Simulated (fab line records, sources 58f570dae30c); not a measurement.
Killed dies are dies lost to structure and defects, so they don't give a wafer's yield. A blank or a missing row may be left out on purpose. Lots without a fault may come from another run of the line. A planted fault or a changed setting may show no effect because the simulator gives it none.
Split-lot experiment | flow berkeley_cmos170 | 5 lots, 23 wafers read, on a route of 331 steps

THE SPLIT
At UCB170_NSD_STRIP_09 (strips in O2), the setting power_w was moved away from the recipe's 400 W on 5 of the 23 wafers read, by -10.8% to +6.2%. The other wafers ran this setting at the recipe's value.

The reading is taken at the split's own step.

THE READING
oes_product_au, in a.u., at UCB170_NSD_STRIP_09 (strips in O2). Fault-free wafers of this fab line usually give 0.534 a.u., standard deviation 0.0047 a.u..

wafer  | tool, chamber at the split | power_w as run, W | against the recipe | oes_product_au, a.u. | against lot-mates on the recipe
L074.1 | plasma_asher-03, 1         | 400               | recipe             | 0.539                | -
L074.2 | plasma_asher-03, 0         | 400               | recipe             | 0.528                | -
L074.3 | plasma_asher-03, 0         | 400               | recipe             | 0.535                | -
L074.4 | plasma_asher-03, 1         | 400               | recipe             | 0.534                | -
L074.6 | plasma_asher-03, 1         | 400               | recipe             | 0.525                | -
L076.1 | plasma_asher-01, 0         | 400               | recipe             | 0.536                | -
L076.2 | plasma_asher-01, 1         | 400               | recipe             | 0.536                | -
L076.3 | plasma_asher-01, 1         | 400               | recipe             | 0.541                | -
L076.5 | plasma_asher-01, 0         | 400               | recipe             | 0.542                | -
L076.6 | plasma_asher-01, 1         | 400               | recipe             | 0.533                | -
L075.1 | plasma_asher-01, 1         | 356.7             | -10.8%             | 0.509                | -0.024
L075.2 | plasma_asher-01, 0         | 400               | recipe             | 0.542                | -
L075.3 | plasma_asher-01, 1         | 356.7             | -10.8%             | 0.499                | -0.034
L075.5 | plasma_asher-01, 1         | 356.7             | -10.8%             | 0.503                | -0.030
L075.6 | plasma_asher-01, 0         | 400               | recipe             | 0.524                | -
L079.1 | plasma_asher-03, 0         | 400               | recipe             | 0.531                | -
L079.2 | plasma_asher-03, 1         | 400               | recipe             | 0.533                | -
L079.3 | plasma_asher-03, 1         | 424.7             | +6.2%              | 0.544                | +0.014
L079.5 | plasma_asher-03, 0         | 400               | recipe             | 0.525                | -
L079.6 | plasma_asher-03, 1         | 424.7             | +6.2%              | 0.545                | +0.015
L084.2 | plasma_asher-03, 1         | 400               | recipe             | 0.535                | -
L084.3 | plasma_asher-03, 1         | 400               | recipe             | 0.530                | -
L084.5 | plasma_asher-03, 0         | 400               | recipe             | 0.539                | -

THE FIT
A straight line over all 23 wafers: oes_product_au changes by +0.00256 a.u. for each +1% of power_w; r = +0.89; the points scatter about the line by 0.0056 a.u..
The same after taking each lot's own level away (the mean of its wafers on the recipe; 23 wafers): +0.00264 a.u. for each +1%; r = +0.93; scatter 0.0048 a.u..
On that fit, the largest move of power_w shifts the reading by 0.029 a.u..
The lots' own levels span 0.5297 to 0.5376 a.u., that is 1.7 times the standard deviation above.
So the lot-to-lot level changes the slope little: the two slopes agree.
Check: with one of the wafers moved furthest among these (-10.8%) left out of the fit, the line predicts -0.0308 a.u. for it against its lot-mates. It came out at -0.024 a.u. against them.
Tool readings at the split's step, against how far the setting was moved: oes_product_au r = +0.89; strip_time_to_endpoint_s r = -0.93.

OTHER SPLITS ON THESE WAFERS
These wafers also went through other splits before the reading. Each is held against what the fit with the lots' levels taken away leaves over:
other split on the same wafers    | wafers away from the commonest value | r with oes_product_au (lot level and that fit taken away)
UCB170_PVT_IMPLANT_07 dose_cm2    | 9                                    | -0.30
UCB170_NLDD_EXPOSE_03 dose_mj     | 7                                    | -0.19
UCB170_NLDD_IMPLANT_08 energy_kev | 4                                    | +0.24
UCB170_NSD_COAT_01 resist_thk_nm  | 5                                    | +0.46

THE WHOLE CHAIN: every reading that the file lists as answering this split, in the file's order
step                | what it does | reading                  | change (the file's fit)                   | r (the file's)
UCB170_NSD_STRIP_09 | strips in O2 | oes_product_au           | +0.00264 a.u. for each +1% of the setting | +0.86
UCB170_NSD_STRIP_09 | strips in O2 | strip_time_to_endpoint_s | withheld for each +1% of the setting      | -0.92

THE FILE'S OWN FIT
oes_product_au changes by +0.00264 a.u. for each +1% of power_w, r = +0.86.
